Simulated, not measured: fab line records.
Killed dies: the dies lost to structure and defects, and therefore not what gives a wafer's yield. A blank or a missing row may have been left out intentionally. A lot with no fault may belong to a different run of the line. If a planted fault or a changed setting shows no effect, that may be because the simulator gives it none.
Which tool did it? + flow berkeleyCmos170 + Sampling: 14 lots, 42 wafers, 5 of 331 route steps

## WHAT THE GAUGES READ, wafer by wafer
UCB170_START_BOW_MEAS_00.
| lot  | measured    | on           | INCOMING_BOW (um) |
|------|-------------|--------------|-------------------|
| L330 | day 1 10:02 | filmMetro-02 | 1 -2 0            |
| L331 | day 1 15:02 | filmMetro-02 | 0 -1 -9           |
| L333 | day 2 01:00 | filmMetro-02 | -2 5 -3           |
| L334 | day 2 06:01 | filmMetro-03 | -1 3 1            |
| L335 | day 2 11:01 | filmMetro-01 | 0 2 3             |
| L336 | day 2 16:00 | filmMetro-01 | -2 6 -5           |
| L337 | day 2 21:01 | filmMetro-02 | 0 -2 3            |
| L338 | day 3 02:02 | filmMetro-01 | 7 8 2             |
| L339 | day 3 07:00 | filmMetro-01 | 11 -1 7           |
| L346 | day 4 18:01 | filmMetro-02 | -8 5 -10          |
| L347 | day 4 23:00 | filmMetro-01 | -3 3 -15          |
| L350 | day 5 14:00 | filmMetro-02 | -1 4 -5           |
| L351 | day 5 19:01 | filmMetro-02 | 1 -5 -1           |
| L352 | day 6 00:01 | filmMetro-03 | -4 8 -1           |

UCB170_ACTIVE_THK_MEAS_03.
| lot  | measured    | on           | ACTIVE_OXIDE_THK (nm) |
|------|-------------|--------------|-----------------------|
| L330 | day 4 11:41 | filmMetro-02 | 26.7 26.6 26.5        |
| L331 | day 4 22:28 | filmMetro-01 | 25.7 25.5 25.9        |
| L333 | day 5 22:49 | filmMetro-03 | 27.0 27.1 26.0        |
| L334 | day 5 22:53 | filmMetro-01 | 26.8 26.1 26.3        |
| L335 | day 5 22:53 | filmMetro-03 | 25.9 25.7 26.2        |
| L336 | day 6 03:20 | filmMetro-01 | 26.2 26.2 26.5        |
| L337 | day 5 22:50 | filmMetro-01 | 27.2 26.9 26.8        |
| L338 | day 5 22:52 | filmMetro-02 | 26.3 26.6 26.3        |
| L339 | day 6 09:52 | filmMetro-02 | 26.4 26.1 26.4        |
| L346 | day 8 00:27 | filmMetro-03 | 26.1 25.4 25.7        |
| L347 | day 8 07:19 | filmMetro-03 | 26.3 26.2 26.1        |
| L350 | day 8 21:50 | filmMetro-03 | 26.3 26.1 26.4        |
| L351 | day 8 21:51 | filmMetro-01 | 26.6 26.7 26.4        |
| L352 | day 9 04:26 | filmMetro-01 | 26.7 26.1 26.0        |

UCB170_PFIELD_OVL_MEAS_06.
| lot  | measured    | on         | PFIELD_OVL (nm) |
|------|-------------|------------|-----------------|
| L330 | day 5 00:07 | overlay-02 | -1 8 -4         |
| L331 | day 5 16:15 | overlay-01 | 1 1 12          |
| L333 | day 6 12:36 | overlay-01 | 9 8 -4          |
| L334 | day 6 12:34 | overlay-01 | 6 15 12         |
| L335 | day 6 12:51 | overlay-02 | 12 4 10         |
| L336 | day 6 14:49 | overlay-01 | -13 -3 -9       |
| L337 | day 6 12:18 | overlay-01 | -2 4 5          |
| L338 | day 6 12:35 | overlay-02 | -12 0 4         |
| L339 | day 6 23:04 | overlay-01 | 2 1 2           |
| L346 | day 8 10:58 | overlay-01 | -4 0 -6         |
| L347 | day 8 20:39 | overlay-01 | 4 1 4           |
| L350 | day 9 08:52 | overlay-02 | 2 0 6           |
| L351 | day 9 08:53 | overlay-01 | 2 10 6          |
| L352 | day 9 18:47 | overlay-02 | -2 7 2          |

## WHAT TOOL EACH LOT RAN ON (gives the tool, then ch and the chambers of the sampled wafers, and finally the start)
| lot  | UCB170_NWELL_COAT_07            | UCB170_NWELL_STRIP_15              |
|------|---------------------------------|------------------------------------|
| L330 | lithoTrack-01 ch 0, day 2 16:03 | plasmaAsher-04 ch 0,1, day 2 17:04 |
| L331 | lithoTrack-04 ch 0, day 3 02:54 | plasmaAsher-04 ch 0,1, day 3 04:00 |
| L333 | lithoTrack-02 ch 0, day 3 14:02 | plasmaAsher-02 ch 0,1, day 3 15:43 |
| L334 | lithoTrack-04 ch 0, day 3 14:18 | plasmaAsher-04 ch 0,1, day 3 16:10 |
| L335 | lithoTrack-04 ch 0, day 3 21:56 | plasmaAsher-04 ch 0,1, day 3 23:29 |
| L336 | lithoTrack-01 ch 0, day 3 22:11 | plasmaAsher-02 ch 0,1, day 3 23:47 |
| L337 | lithoTrack-02 ch 0, day 3 21:45 | plasmaAsher-04 ch 0,1, day 3 23:03 |
| L338 | lithoTrack-01 ch 0, day 3 21:47 | plasmaAsher-01 ch 0,1, day 3 22:49 |
| L339 | lithoTrack-04 ch 0, day 4 05:22 | plasmaAsher-04 ch 0,1, day 4 06:28 |
| L346 | lithoTrack-04 ch 0, day 5 18:44 | plasmaAsher-02 ch 0,1, day 5 19:49 |
| L347 | lithoTrack-04 ch 0, day 6 04:50 | plasmaAsher-01 ch 0,1, day 6 06:35 |
| L350 | lithoTrack-02 ch 0, day 6 22:31 | plasmaAsher-01 ch 0,1, day 6 23:43 |
| L351 | lithoTrack-01 ch 0, day 6 22:31 | plasmaAsher-04 ch 0,1, day 6 23:29 |
| L352 | lithoTrack-02 ch 0, day 7 02:28 | plasmaAsher-01 ch 0,1, day 7 03:49 |
- UCB170_NWELL_COAT_07: resist thk 900 nm.
- UCB170_NWELL_STRIP_15: strips in O2.

## AS READ BY THE TOOLS THEMSELVES (means over the sampled wafers that have a number; for cases with no such wafer, the mark the record gives instead)
UCB170_NWELL_STRIP_15.
| lot  | tool           | drypumpMotorCurrentA (A) | o2FlowSccm (sccm) | oesProductAu (a.u.) | stripTimeToEndpointS (s) |
|------|----------------|--------------------------|-------------------|---------------------|--------------------------|
| L330 | plasmaAsher-04 | 6.4                      | 400.9             | 0.722               | 18.00                    |
| L331 | plasmaAsher-04 | 6.4                      | 400.3             | 0.719               | 18.09                    |
| L333 | plasmaAsher-02 | 6.1                      | 400.1             | 0.725               | 18.00                    |
| L334 | plasmaAsher-04 | 6.3                      | 399.7             | 0.720               | 17.92                    |
| L335 | plasmaAsher-04 | 6.4                      | 400.2             | 0.722               | 18.03                    |
| L336 | plasmaAsher-02 | 6.2                      | 400.4             | 0.717               | 18.02                    |
| L337 | plasmaAsher-04 | 6.4                      | 399.9             | 0.722               | 17.97                    |
| L338 | plasmaAsher-01 | 6.1                      | 399.4             | 0.721               | 18.01                    |
| L339 | plasmaAsher-04 | 6.4                      | 399.9             | 0.715               | 18.03                    |
| L346 | plasmaAsher-02 | 6.2                      | 400.4             | 0.245               | 0.33                     |
| L347 | plasmaAsher-01 | 5.7                      | 400.3             | 0.245               | 0.43                     |
| L350 | plasmaAsher-01 | 5.7                      | 401.0             | 0.722               | 18.06                    |
| L351 | plasmaAsher-04 | 6.4                      | 401.2             | 0.721               | 18.02                    |
| L352 | plasmaAsher-01 | 5.7                      | 400.0             | 0.720               | 18.05                    |

## THE ANSWER, worked out from the rows above alone
Rule: the lots themselves supply what counts as usual. The widest of any qualifying gaps counts: lots, ordered by their means at a reading, are off when they make up no more than a third of the lots, leave a main group of 4 or more, and stand apart from it by 3 or more times the standard deviation of that group's means. The tables above print the reading to a certain number of digits; a main group whose means all agree to those digits is not used. A lot without any number at a reading at which 4 lots or more have one is off too. Where the step has rows for the other lots, those lots are counted as sound. Order of review: gauges by route order, followed by the tools' own readings, for which a lot's mean as printed above is used. At the first step where some lot is off, the reading lying furthest off is the one used; lots without a number count as furthest.
Off: L346, L347, at UCB170_NWELL_STRIP_15 (stripTimeToEndpointS). Main group: mean 18.02 s, sd 0.042.
If a tool, at that step or one of the process steps before it, ran each lot that is off and ran no sound lot following the first of them, it fits. One fits: UCB170_NWELL_COAT_07 on lithoTrack-04. Its last sound lot is L339 (day 4 05:22), its first lot that is off L346 (day 5 18:44): a fault that began between those two fits.

## WHAT THE SIMULATOR PUT IN
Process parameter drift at UCB170_NWELL_COAT_07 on lithoTrack-04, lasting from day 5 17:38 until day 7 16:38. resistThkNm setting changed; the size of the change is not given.
Shown lots that were struck: L346, L347. The same result came from the rule above.
